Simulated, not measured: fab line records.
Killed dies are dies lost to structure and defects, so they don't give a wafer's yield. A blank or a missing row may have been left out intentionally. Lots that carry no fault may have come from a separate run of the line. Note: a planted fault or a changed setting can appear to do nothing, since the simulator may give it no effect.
A lot that was struck, set against a sound lot | flow berkeley cmos170 | 44 out of 331 route steps
Sound: the wafers L493.1, L493.5, L493.6. Wafers struck: L502.2, L502.3, L502.4. Last of all comes the cause.
Each step with rows lists, per side, the tool, then ch with its chambers, then its first start. Under that, the readings that differ: sound wafers | struck wafers | difference of the means | sigmas: that difference in standard deviations of wafers without a fault.
alike: readings with means less than 2 such deviations apart, plus words and numbers identical on both sides. not compared: withheld readings, readings lacking a value on some wafer, bounds such as >300 that could conceal the same value, and numbers that have no deviation in the record and whose values overlap.
Wherever a step has rows on one side only, a row that says differs or no value, or a row with sigmas, the two part there. When numbers do not overlap yet have no deviation, they are printed without sigmas and do not part them. A reading that every wafer of one side lacks parts them only if that side has two wafers or more.

UCB170_SDANNEAL_RTA_01: time 5 s.
  sound on rtp anneal-02 ch 0, day 7 14:20; struck on rtp anneal-02 ch 0, day 9 18:25
  alike: lamp power pct, wafer_temp_C_max
UCB170_SDANNEAL_RS_MEAS_02: the measuring method here is four-point-probe.
  sound: film metro-03 at day 7 14:24; struck: film metro-04 at day 9 18:30
  alike: PSD_RS
UCB170_SDANNEAL_RS_MEAS_03: the measuring method here is four-point-probe.
  sound: film metro-03 at day 7 14:31; struck: film metro-04 at day 9 18:37
  reading         | sound             | struck            | difference | sigmas
  NSD_RS (ohm/sq) | 37.07 37.06 37.08 | 37.29 37.37 37.43 | +0.29      | +3
UCB170_SDANNEAL_RS_MEAS_04: the measuring method here is four-point-probe.
  sound: film metro-03 at day 7 14:38; struck: film metro-04 at day 9 18:44
  alike: PLDD_RS
UCB170_SDANNEAL_RS_MEAS_05: the measuring method here is four-point-probe.
  sound: film metro-03 at day 7 14:46; struck: film metro-04 at day 9 18:52
  alike: NLDD_RS
then, 1 step without rows for these wafers: UCB170_SILICIDE_PRE_CLEAN_00 (preclean etch time 60 s).
UCB170_SILICIDE_SPUTTER_01: material Ti, target thk 30 nm, time 25 s.
  sound: pvd sputter-01 at day 7 14:57; struck: pvd sputter-01 at day 9 19:01
  alike: throttle valve pct
UCB170_SILICIDE_RS_MEAS_02: the measuring method here is four-point-probe.
  sound: film metro-02 at day 7 14:59; struck: film metro-04 at day 9 19:04
  alike: SILICIDE_TI_RS
UCB170_SILICIDE_THK_MEAS_03: measures by xrf.
  sound: film metro-02 at day 7 15:06; struck: film metro-04 at day 9 19:11
  alike: SILICIDE_TI_THK
UCB170_SILICIDE_RTA_04: time 15 s.
  sound on rtp anneal-02 ch 0, day 7 15:10; struck on rtp anneal-02 ch 0, day 9 19:15
  alike: lamp power pct, wafer_temp_C_max
then, 2 steps without rows for these wafers: UCB170_SILICIDE_WET_ETCH_05 (etches Ti in SPM, time 45 s); UCB170_CONTACT_CLEAN_00 (cleans in SPM, time 600 s).
UCB170_CONTACT_CVD_01: deposits PSG from SiH4/O2/PH3, target thk 700 nm, time 2820 s.
  sound on lpcvd-01 ch 0, day 7 15:29; struck on lpcvd-01 ch 1, day 9 20:02
  reading                                 | sound             | struck            | difference | sigmas
  ph3 flow sccm (sccm)                    | 24.93 24.95 24.91 | 19.96 20.02 20.04 | -4.92      | -65
  zone power load pct (%)                 | 6.26 6.16 6.28    | 6.65 6.67 6.71    | +0.44      | +2
  model.PSG_of_CONTACT_CVD_01.thk nm (nm) | 699.8 700.2 705.3 | 685.3 682.1 684.1 | -17.9      |
UCB170_CONTACT_THK_MEAS_02:
  sound: film metro-01 at day 7 17:17; struck: film metro-03 at day 9 21:50
  reading              | sound       | struck      | difference | sigmas
  CONTACT_PSG_THK (nm) | 700 700 705 | 685 682 685 | -18        | -2
then, 5 steps without rows for these wafers: UCB170_CONTACT_HMDS_03 (prime time 60 s); UCB170_CONTACT_COAT_04 (resist thk 900 nm); UCB170_CONTACT_SOFTBAKE_05 (time 60 s); UCB170_CONTACT_STRIP_06 (strips in O2); UCB170_CONTACT_CLEAN_07 (cleans in SPM, time 600 s).
UCB170_CONTACT_RTA_08: time 10 s.
  sound on rtp anneal-02 ch 0, day 7 18:05; struck on rtp anneal-02 ch 0, day 9 22:58
  alike: lamp power pct, wafer_temp_C_max
then, 6 steps without rows for these wafers: UCB170_CONTACT_COAT_09; UCB170_CONTACT_COAT_10 (resist thk 900 nm); UCB170_CONTACT_SOFTBAKE_11 (time 60 s); UCB170_CONTACT_EXPOSE_12 (exposes mask CONT, target cd 700 nm); UCB170_CONTACT_PEB_13; UCB170_CONTACT_DEVELOP_14 (develop time 45 s).
UCB170_CONTACT_CD_MEAS_15 targets a cd of 700 nm.
  sound: cd sem-01 at day 7 19:27; struck: cd sem-02 at day 10 00:57
  alike: cd nm
UCB170_CONTACT_OVL_MEAS_16:
  sound: overlay-02 at day 7 19:34; struck: overlay-02 at day 10 01:04
  alike: CONTACT_OVL
then, 1 step without rows for these wafers: UCB170_CONTACT_ETCH_17 (etches BARC in N2/H2).
UCB170_CONTACT_ETCH_18: etches PSG in CHF3/CF4/Ar, stops on TiSi2, target depth 840 nm, time 195 s.
  sound: rie diel-04 ch 0,1,3; struck: rie diel-04 ch 0,1,3
  reading                             | sound             | struck            | difference | sigmas
  model.etch.depth nm (nm)            | 699.8 700.2 705.3 | 685.3 682.1 684.1 | -17.9      |
  model.CONTACT.feature depth nm (nm) | 699.8 700.2 705.3 | 685.3 682.1 684.1 | -17.9      |
  alike: drypump motor current A, mfc ar sccm, oes product au, rf fwd power W, throttle valve pct
  not compared: rf hours counter h
UCB170_CONTACT_STRIP_19: strips in O2.
  sound on plasma asher-04 ch 0,1, day 7 19:47; struck on plasma asher-04 ch 0,1, day 10 01:15
  alike: drypump motor current A, oes product au
  not compared: rf hours counter h
UCB170_CONTACT_CD_MEAS_90 targets a cd of 700 nm.
  sound: cd sem-01 at day 7 19:53; struck: cd sem-01 at day 10 01:22
  alike: cd nm
then, 2 steps without rows for these wafers: UCB170_CONTACT_CLEAN_20 (cleans in SPM, time 600 s); UCB170_M1_SPUTTER_00 (material Al, target thk 600 nm, time 80 s).
UCB170_M1_RS_MEAS_01: the measuring method here is four-point-probe.
  sound: film metro-02 at day 7 20:15; struck: film metro-04 at day 10 01:44
  reading           | sound                | struck               | difference | sigmas
  M1_AL_RS (ohm/sq) | 0.0505 0.0495 0.0499 | 0.0481 0.0476 0.0476 | -0.0022    | -3
UCB170_M1_THK_MEAS_02: measures by xrf.
  sound: film metro-02 at day 7 20:22; struck: film metro-04 at day 10 01:50
  reading        | sound       | struck      | difference | sigmas
  M1_AL_THK (nm) | 579 592 588 | 607 616 610 | +25        | +3
then, 6 steps without rows for these wafers: UCB170_M1_COAT_03; UCB170_M1_COAT_04 (resist thk 900 nm); UCB170_M1_SOFTBAKE_05 (time 60 s); UCB170_M1_EXPOSE_06 (exposes mask METAL1, target cd 700 nm); UCB170_M1_PEB_07; UCB170_M1_DEVELOP_08 (develop time 45 s).
UCB170_M1_METAL_ETCH_12: etches Al in Cl2/BCl3, stops on PSG, target depth 780 nm, time 130 s.
  sound on rie metal-04 ch 0,1, day 7 22:28; struck on rie metal-04 ch 0,1, day 10 04:20
  reading                                 | sound             | struck            | difference | sigmas
  model.PSG_of_CONTACT_CVD_01.thk nm (nm) | 661.3 661.9 665.6 | 647.3 644.2 644.9 | -17.5      |
  alike: bias w, drypump motor current A, oes product au, rf fwd power W, throttle valve pct
  not compared: rf hours counter h
UCB170_M3_PROBE_99:
  sound wafers here have rows in the record (prober-02, day 8 16:40); struck ones have none

== WHERE THEY PART ==
Earliest at UCB170_SDANNEAL_RS_MEAS_03; latest, in this record, at UCB170_M3_PROBE_99.

WHY: whatever the simulator had introduced
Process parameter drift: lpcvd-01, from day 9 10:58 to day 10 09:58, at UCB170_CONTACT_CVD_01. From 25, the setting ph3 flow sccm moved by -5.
